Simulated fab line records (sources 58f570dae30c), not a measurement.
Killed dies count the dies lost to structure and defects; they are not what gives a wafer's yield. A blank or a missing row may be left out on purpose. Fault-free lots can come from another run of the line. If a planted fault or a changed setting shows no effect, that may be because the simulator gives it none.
fab line records / flow berkeleyCmos170
[record] lots = 5 wafers = 15 lastDay = 9
route steps=331 shown NSD@188 BACKSIDE@199
lots that met no fault: taken from a fault-free run of the same line
startH: hours from the record's opening day to when the first of the lot's shown wafers began / waitH: how many hours have passed since the lot's step before this one / " as in the row above / L1.1+2: a single row standing in for several wafers / - value missing, or start not given / * or withheld: withheld / < > ~ a bound
route shown NAME@n: NAME is a module with steps in the file, n the number in the route of the first one / usual: mean/standard deviation taken from wafers without a fault / same: alike in all rows / chamber/n: place in a boat / sites: the reading at each site / _std_site: the values' standard deviation / _edge_site: inner sites' mean taken away from outer sites' mean / radiusMm: for every site, how far away it sits from the centre of the wafer / mask NAME#n: copy n / behind: the last tool/chamber to shape the wafer / hold: why the lot was held/for how many hours/how that ended / device: whichever transistor did not switch (one of n, p or np) / end of line: the same wafers' tests at the end of the route / step lacking rows: just its recipe / killed: dies that structure and defects cost at the first sort, which is not the same as the wafer's yield / map: a wafer's dies, x killed, . not, _ none there
set.NAME: setting as actually run; set.NAME@STEP: the setting as run at that earlier step / model.NAME: the simulator's own value behind a step, which no gauge read
certain route steps with their lots: each step a table, each wafer a row
services: a tool's chamber out of use, with start hour (startH, from the record's first day; less than 0 if before it), hours out, and reason
[[steps]]
[step UCB170_NSD_COAT_01]
[recipe] resist = KrF spinRpm = 1500 resistThkNm = 900
lot.wafer=L075.1+2+6 tool=lithoTrack-04 chamber=0 startH=127.60 waitH=0.1
lot.wafer=L078.4+5+6 tool=lithoTrack-01 chamber=0 startH=148.27 waitH=0.1
lot.wafer=L081.2+3+4 tool=lithoTrack-03 chamber=0 startH=155.00 waitH=0.1
lot.wafer=L082.3+4+6 tool=lithoTrack-03 chamber=0 startH=155.92 waitH=0.1
lot.wafer=L086.1+3+5 tool=lithoTrack-01 chamber=0 startH=194.40 waitH=0.1
[step UCB170_NSD_SOFTBAKE_02]
[recipe] resist = KrF tempC = 130 timeS = 60
lot.wafer=L075.1+2+6 tool=lithoTrack-04 chamber=0 startH=127.75 waitH=0.1
lot.wafer=L078.4+5+6 tool=lithoTrack-01 chamber=0 startH=148.42 waitH=0.1
lot.wafer=L081.2+3+4 tool=lithoTrack-03 chamber=0 startH=155.15 waitH=0.1
lot.wafer=L082.3+4+6 tool=lithoTrack-03 chamber=0 startH=156.07 waitH=0.1
lot.wafer=L086.1+3+5 tool=lithoTrack-01 chamber=0 startH=194.55 waitH=0.1
[step UCB170_NSD_EXPOSE_03]
[recipe] maskId = NSELECT_MOD na = 0.5 sigmaOuter = 0.6 sourceShape = conventional targetCdNm = 1200 doseMj = 30
lot.wafer=L075.1+2+6 tool=krfScanner-01 chamber=0 startH=128.03 waitH=0.2 mask=NSELECT_MOD#0
lot.wafer=L078.4+5+6 tool=krfScanner-01 chamber=0 startH=148.68 waitH=0.2 mask=NSELECT_MOD#0
lot.wafer=L081.2+3+4 tool=krfScanner-01 chamber=0 startH=155.42 waitH=0.2 mask=NSELECT_MOD#0
lot.wafer=L082.3+4+6 tool=krfScanner-02 chamber=0 startH=156.34 waitH=0.2 mask=NSELECT_MOD#0
lot.wafer=L086.1+3+5 tool=krfScanner-02 chamber=0 startH=194.70 waitH=0.1 mask=NSELECT_MOD#0
[step UCB170_NSD_PEB_04]
[recipe] pebTempC = 130 pebTimeS = withheld resist = KrF
lot.wafer=L075.1+2+6 tool=lithoTrack-03 chamber=0 startH=128.22 waitH=0.2
lot.wafer=L078.4+5+6 tool=lithoTrack-03 chamber=0 startH=148.81 waitH=0.1
lot.wafer=L081.2+3+4 tool=lithoTrack-04 chamber=0 startH=155.54 waitH=0.1
lot.wafer=L082.3+4+6 tool=lithoTrack-03 chamber=0 startH=156.46 waitH=0.1
lot.wafer=L086.1+3+5 tool=lithoTrack-01 chamber=0 startH=194.82 waitH=0.1
[step UCB170_NSD_DEVELOP_05]
[recipe] developer = TMAH developTimeS = 45 resist = KrF devTempC = 21
[same] developTimeS = 45
lot.wafer=L075.1+2+6 tool=lithoTrack-03 chamber=0 startH=- waitH=-
lot.wafer=L078.4+5+6 tool=lithoTrack-03 chamber=0 startH=- waitH=-
lot.wafer=L081.2+3+4 tool=lithoTrack-04 chamber=0 startH=- waitH=-
lot.wafer=L082.3+4+6 tool=lithoTrack-03 chamber=0 startH=- waitH=-
lot.wafer=L086.1+3+5 tool=lithoTrack-01 chamber=0 startH=- waitH=-
[step UCB170_NSD_CD_MEAS_06]
[recipe] targetCdNm = 1200
[usual] cdNm = 1199.9/1.3
lot.wafer=L075.1 tool=cdSem-01 chamber=- startH=128.50 waitH=- cdNm=1200.7
lot.wafer=L075.2 tool=cdSem-01 chamber=- startH=128.50 waitH=- cdNm=1199.3
lot.wafer=L075.6 tool=cdSem-01 chamber=- startH=128.50 waitH=- cdNm=1199.9
lot.wafer=L078.4 tool=cdSem-01 chamber=- startH=149.07 waitH=- cdNm=1199.8
lot.wafer=L078.5 tool=cdSem-01 chamber=- startH=149.07 waitH=- cdNm=1200.4
lot.wafer=L078.6 tool=cdSem-01 chamber=- startH=149.07 waitH=- cdNm=1200.8
lot.wafer=L081.2 tool=cdSem-01 chamber=- startH=155.81 waitH=- cdNm=1197.5
lot.wafer=L081.3 tool=cdSem-01 chamber=- startH=155.81 waitH=- cdNm=1199.1
lot.wafer=L081.4 tool=cdSem-01 chamber=- startH=155.81 waitH=- cdNm=1196.8
lot.wafer=L082.3 tool=cdSem-01 chamber=- startH=156.73 waitH=- cdNm=1201.0
lot.wafer=L082.4 tool=cdSem-01 chamber=- startH=156.73 waitH=- cdNm=1199.9
lot.wafer=L082.6 tool=cdSem-01 chamber=- startH=156.73 waitH=- cdNm=1200.5
lot.wafer=L086.1 tool=cdSem-01 chamber=- startH=195.10 waitH=- cdNm=1201.1
lot.wafer=L086.3 tool=cdSem-01 chamber=- startH=195.10 waitH=- cdNm=1200.3
lot.wafer=L086.5 tool=cdSem-01 chamber=- startH=195.10 waitH=- cdNm=1200.8
[step UCB170_NSD_OVL_MEAS_07]
[usual] NSD_OVL = -1/5.2
lot.wafer=L075.1 tool=overlay-02 chamber=- startH=128.62 waitH=0.1 NSD_OVL[nm]=-5
lot.wafer=L075.2 tool=overlay-02 chamber=- startH=128.62 waitH=0.1 NSD_OVL[nm]=-6
lot.wafer=L075.6 tool=overlay-02 chamber=- startH=128.62 waitH=0.1 NSD_OVL[nm]=-8
lot.wafer=L078.4 tool=overlay-01 chamber=- startH=149.15 waitH=0.1 NSD_OVL[nm]=-3
lot.wafer=L078.5 tool=overlay-01 chamber=- startH=149.15 waitH=0.1 NSD_OVL[nm]=-6
lot.wafer=L078.6 tool=overlay-01 chamber=- startH=149.15 waitH=0.1 NSD_OVL[nm]=-3
lot.wafer=L081.2 tool=overlay-01 chamber=- startH=155.91 waitH=0.1 NSD_OVL[nm]=-8
lot.wafer=L081.3 tool=overlay-01 chamber=- startH=155.91 waitH=0.1 NSD_OVL[nm]=-10
lot.wafer=L081.4 tool=overlay-01 chamber=- startH=155.91 waitH=0.1 NSD_OVL[nm]=-4
lot.wafer=L082.3 tool=overlay-02 chamber=- startH=156.82 waitH=0.1 NSD_OVL[nm]=14
lot.wafer=L082.4 tool=overlay-02 chamber=- startH=156.82 waitH=0.1 NSD_OVL[nm]=11
lot.wafer=L082.6 tool=overlay-02 chamber=- startH=156.82 waitH=0.1 NSD_OVL[nm]=11
lot.wafer=L086.1 tool=overlay-01 chamber=- startH=195.22 waitH=0.1 NSD_OVL[nm]=0
lot.wafer=L086.3 tool=overlay-01 chamber=- startH=195.22 waitH=0.1 NSD_OVL[nm]=-8
lot.wafer=L086.5 tool=overlay-01 chamber=- startH=195.22 waitH=0.1 NSD_OVL[nm]=-2
[step UCB170_NSD_IMPLANT_08]
[recipe] species = P doseCm2 = 3e+15 energyKev = 40 tiltDeg = 7
[usual] faradayCurrentUA = 9253/190
lot.wafer=L075.1 tool=implanter-04 chamber=0 startH=128.65 waitH=0.0 faradayCurrentUA=9597
lot.wafer=L075.2 tool=implanter-04 chamber=0 startH=128.65 waitH=0.0 faradayCurrentUA=8898
lot.wafer=L075.6 tool=implanter-04 chamber=0 startH=128.65 waitH=0.0 faradayCurrentUA=9572
lot.wafer=L078.4 tool=implanter-03 chamber=0 startH=149.24 waitH=0.1 faradayCurrentUA=9550
lot.wafer=L078.5 tool=implanter-03 chamber=0 startH=149.24 waitH=0.1 faradayCurrentUA=9118
lot.wafer=L078.6 tool=implanter-03 chamber=0 startH=149.24 waitH=0.1 faradayCurrentUA=9346
lot.wafer=L081.2 tool=implanter-02 chamber=0 startH=155.97 waitH=0.0 faradayCurrentUA=9274
lot.wafer=L081.3 tool=implanter-02 chamber=0 startH=155.97 waitH=0.0 faradayCurrentUA=9467
lot.wafer=L081.4 tool=implanter-02 chamber=0 startH=155.97 waitH=0.0 faradayCurrentUA=9457
lot.wafer=L082.3 tool=implanter-02 chamber=0 startH=156.89 waitH=0.1 faradayCurrentUA=9115
lot.wafer=L082.4 tool=implanter-02 chamber=0 startH=156.89 waitH=0.1 faradayCurrentUA=9312
lot.wafer=L082.6 tool=implanter-02 chamber=0 startH=156.89 waitH=0.1 faradayCurrentUA=9302
lot.wafer=L086.1 tool=implanter-02 chamber=0 startH=195.25 waitH=0.0 faradayCurrentUA=9388
lot.wafer=L086.3 tool=implanter-02 chamber=0 startH=195.25 waitH=0.0 faradayCurrentUA=9426
lot.wafer=L086.5 tool=implanter-02 chamber=0 startH=195.25 waitH=0.0 faradayCurrentUA=9451
[step UCB170_NSD_STRIP_09]
[recipe] chemistry = O2 powerW = 400 pressureMtorr = 3500 platenTempC = withheld o2FlowSccm = 400 overashFraction = 0.5
[usual] chamberPressureMTorr = 3500/3.4 drypumpMotorCurrentA = 6.0/0.54 oesProductAu = 0.533/0.0045 stripTimeToEndpointS = 35.84/0.064
lot.wafer=L075.1 tool=plasmaAsher-03 chamber=1 startH=128.80 waitH=0.1 chamberPressureMTorr=3499 drypumpMotorCurrentA=6.7 oesProductAu=0.528 rfHoursCounterH=41 stripTimeToEndpointS=35.85
lot.wafer=L075.2 tool=plasmaAsher-03 chamber=0 startH=128.80 waitH=0.1 chamberPressureMTorr=3500 drypumpMotorCurrentA=5.1 oesProductAu=0.530 rfHoursCounterH=41 stripTimeToEndpointS=35.81
lot.wafer=L075.6 tool=plasmaAsher-03 chamber=0 startH=128.80 waitH=0.1 chamberPressureMTorr=3496 drypumpMotorCurrentA=5.1 oesProductAu=0.534 rfHoursCounterH=- stripTimeToEndpointS=35.95
lot.wafer=L078.4 tool=plasmaAsher-02 chamber=0 startH=149.35 waitH=0.1 chamberPressureMTorr=3504 drypumpMotorCurrentA=6.0 oesProductAu=0.536 rfHoursCounterH=- stripTimeToEndpointS=35.76
lot.wafer=L078.5 tool=plasmaAsher-02 chamber=1 startH=149.35 waitH=0.1 chamberPressureMTorr=3499 drypumpMotorCurrentA=5.6 oesProductAu=0.539 rfHoursCounterH=- stripTimeToEndpointS=35.81
lot.wafer=L078.6 tool=plasmaAsher-02 chamber=0 startH=149.35 waitH=0.1 chamberPressureMTorr=3496 drypumpMotorCurrentA=6.0 oesProductAu=0.533 rfHoursCounterH=- stripTimeToEndpointS=35.90
lot.wafer=L081.2 tool=plasmaAsher-04 chamber=1 startH=156.09 waitH=0.1 chamberPressureMTorr=3501 drypumpMotorCurrentA=6.1 oesProductAu=0.541 rfHoursCounterH=5 stripTimeToEndpointS=35.72
lot.wafer=L081.3 tool=plasmaAsher-04 chamber=0 startH=156.09 waitH=0.1 chamberPressureMTorr=3499 drypumpMotorCurrentA=6.4 oesProductAu=0.537 rfHoursCounterH=- stripTimeToEndpointS=35.75
lot.wafer=L081.4 tool=plasmaAsher-04 chamber=1 startH=156.09 waitH=0.1 chamberPressureMTorr=3498 drypumpMotorCurrentA=6.1 oesProductAu=0.532 rfHoursCounterH=- stripTimeToEndpointS=35.81
lot.wafer=L082.3 tool=plasmaAsher-04 chamber=0 startH=157.03 waitH=0.1 chamberPressureMTorr=3495 drypumpMotorCurrentA=6.4 oesProductAu=0.532 rfHoursCounterH=- stripTimeToEndpointS=35.86
lot.wafer=L082.4 tool=plasmaAsher-04 chamber=1 startH=157.03 waitH=0.1 chamberPressureMTorr=3504 drypumpMotorCurrentA=6.1 oesProductAu=0.536 rfHoursCounterH=- stripTimeToEndpointS=35.91
lot.wafer=L082.6 tool=plasmaAsher-04 chamber=1 startH=157.03 waitH=0.1 chamberPressureMTorr=3500 drypumpMotorCurrentA=6.1 oesProductAu=0.533 rfHoursCounterH=- stripTimeToEndpointS=35.86
lot.wafer=L086.1 tool=plasmaAsher-04 chamber=0 startH=195.40 waitH=0.1 chamberPressureMTorr=3501 drypumpMotorCurrentA=6.4 oesProductAu=0.531 rfHoursCounterH=9 stripTimeToEndpointS=35.93
lot.wafer=L086.3 tool=plasmaAsher-04 chamber=0 startH=195.40 waitH=0.1 chamberPressureMTorr=3504 drypumpMotorCurrentA=6.4 oesProductAu=0.525 rfHoursCounterH=- stripTimeToEndpointS=35.94
lot.wafer=L086.5 tool=plasmaAsher-04 chamber=1 startH=195.40 waitH=0.1 chamberPressureMTorr=3500 drypumpMotorCurrentA=6.1 oesProductAu=0.538 rfHoursCounterH=- stripTimeToEndpointS=35.95
[step UCB170_NSD_TW_MEAS_10]
[usual] NSD_TW = 4194/28
lot.wafer=L075.1 tool=filmMetro-03 chamber=- startH=128.90 waitH=0.1 NSD_TW=4230
lot.wafer=L075.2 tool=filmMetro-03 chamber=- startH=128.90 waitH=0.1 NSD_TW=4214
lot.wafer=L075.6 tool=filmMetro-03 chamber=- startH=128.90 waitH=0.1 NSD_TW=4200
lot.wafer=L078.4 tool=filmMetro-02 chamber=- startH=149.44 waitH=0.1 NSD_TW=4253
lot.wafer=L078.5 tool=filmMetro-02 chamber=- startH=149.44 waitH=0.1 NSD_TW=4220
lot.wafer=L078.6 tool=filmMetro-02 chamber=- startH=149.44 waitH=0.1 NSD_TW=4260
lot.wafer=L081.2 tool=filmMetro-04 chamber=- startH=156.20 waitH=0.1 NSD_TW=4183
lot.wafer=L081.3 tool=filmMetro-04 chamber=- startH=156.20 waitH=0.1 NSD_TW=4176
lot.wafer=L081.4 tool=filmMetro-04 chamber=- startH=156.20 waitH=0.1 NSD_TW=4159
lot.wafer=L082.3 tool=filmMetro-03 chamber=- startH=157.11 waitH=0.1 NSD_TW=4181
lot.wafer=L082.4 tool=filmMetro-03 chamber=- startH=157.11 waitH=0.1 NSD_TW=4165
lot.wafer=L082.6 tool=filmMetro-03 chamber=- startH=157.11 waitH=0.1 NSD_TW=4188
lot.wafer=L086.1 tool=filmMetro-04 chamber=- startH=195.50 waitH=0.1 NSD_TW=4174
lot.wafer=L086.3 tool=filmMetro-04 chamber=- startH=195.50 waitH=0.1 NSD_TW=4174
lot.wafer=L086.5 tool=filmMetro-04 chamber=- startH=195.50 waitH=0.1 NSD_TW=4148
[step UCB170_NSD_CLEAN_11]
[recipe] chemistry = SPM tempC = 120 timeS = 600
lot.wafer=L075.1+2+6 tool=wetBench-03 chamber=3 startH=128.96 waitH=0.1
lot.wafer=L078.4+5+6 tool=wetBench-03 chamber=1 startH=149.54 waitH=0.1
lot.wafer=L081.2+3+4 tool=wetBench-04 chamber=3 startH=156.25 waitH=0.0
lot.wafer=L082.3+4+6 tool=wetBench-04 chamber=1 startH=157.15 waitH=0.0
lot.wafer=L086.1+3+5 tool=wetBench-04 chamber=1 startH=195.56 waitH=0.1
[step UCB170_BACKSIDE_HMDS_00]
[recipe] primeTimeS = 60 primeTempC = 100
lot.wafer=L075.1+2+6 tool=lithoTrack-02 chamber=0 startH=129.14 waitH=0.0
lot.wafer=L078.4+5+6 tool=lithoTrack-03 chamber=0 startH=150.06 waitH=0.3
lot.wafer=L081.2+3+4 tool=lithoTrack-02 chamber=0 startH=156.45 waitH=0.0
lot.wafer=L082.3+4+6 tool=lithoTrack-01 chamber=0 startH=157.38 waitH=0.1
lot.wafer=L086.1+3+5 tool=lithoTrack-01 chamber=0 startH=195.75 waitH=0.0
[step UCB170_BACKSIDE_COAT_01]
[recipe] resist = KrF spinRpm = 1500 resistThkNm = 900
lot.wafer=L075.1+2+6 tool=lithoTrack-02 chamber=0 startH=129.29 waitH=0.1
lot.wafer=L078.4+5+6 tool=lithoTrack-03 chamber=0 startH=150.21 waitH=0.1
lot.wafer=L081.2+3+4 tool=lithoTrack-02 chamber=0 startH=156.60 waitH=0.1
lot.wafer=L082.3+4+6 tool=lithoTrack-01 chamber=0 startH=157.53 waitH=0.1
lot.wafer=L086.1+3+5 tool=lithoTrack-01 chamber=0 startH=195.90 waitH=0.1
[step UCB170_BACKSIDE_SOFTBAKE_02]
[recipe] resist = KrF tempC = 130 timeS = 60
lot.wafer=L075.1+2+6 tool=lithoTrack-02 chamber=0 startH=129.44 waitH=0.1
lot.wafer=L078.4+5+6 tool=lithoTrack-03 chamber=0 startH=150.36 waitH=0.1
lot.wafer=L081.2+3+4 tool=lithoTrack-02 chamber=0 startH=156.75 waitH=0.1
lot.wafer=L082.3+4+6 tool=lithoTrack-01 chamber=0 startH=157.68 waitH=0.1
lot.wafer=L086.1+3+5 tool=lithoTrack-01 chamber=0 startH=196.05 waitH=0.1
[[services]]
tool=plasmaAsher-04 chamber=- startH=108.75 hours=9.0 kind=pm
tool=plasmaAsher-04 chamber=0 startH=108.75 hours=9.0 kind=ventCycle
tool=plasmaAsher-04 chamber=1 startH=108.75 hours=9.0 kind=ventCycle
tool=plasmaAsher-04 chamber=0 startH=117.75 hours=- kind=clean
tool=plasmaAsher-04 chamber=1 startH=117.75 hours=- kind=clean
tool=implanter-03 chamber=- startH=120.61 hours=0.7 kind=repair
tool=plasmaAsher-02 chamber=- startH=128.38 hours=2.2 kind=repair
tool=krfScanner-01 chamber=- startH=133.15 hours=1.3 kind=pm
tool=plasmaAsher-02 chamber=- startH=134.88 hours=3.7 kind=repair
tool=krfScanner-01 chamber=- startH=177.46 hours=3.7 kind=repair
tool=implanter-03 chamber=- startH=195.06 hours=2.0 kind=repair
[[key]]
fault none
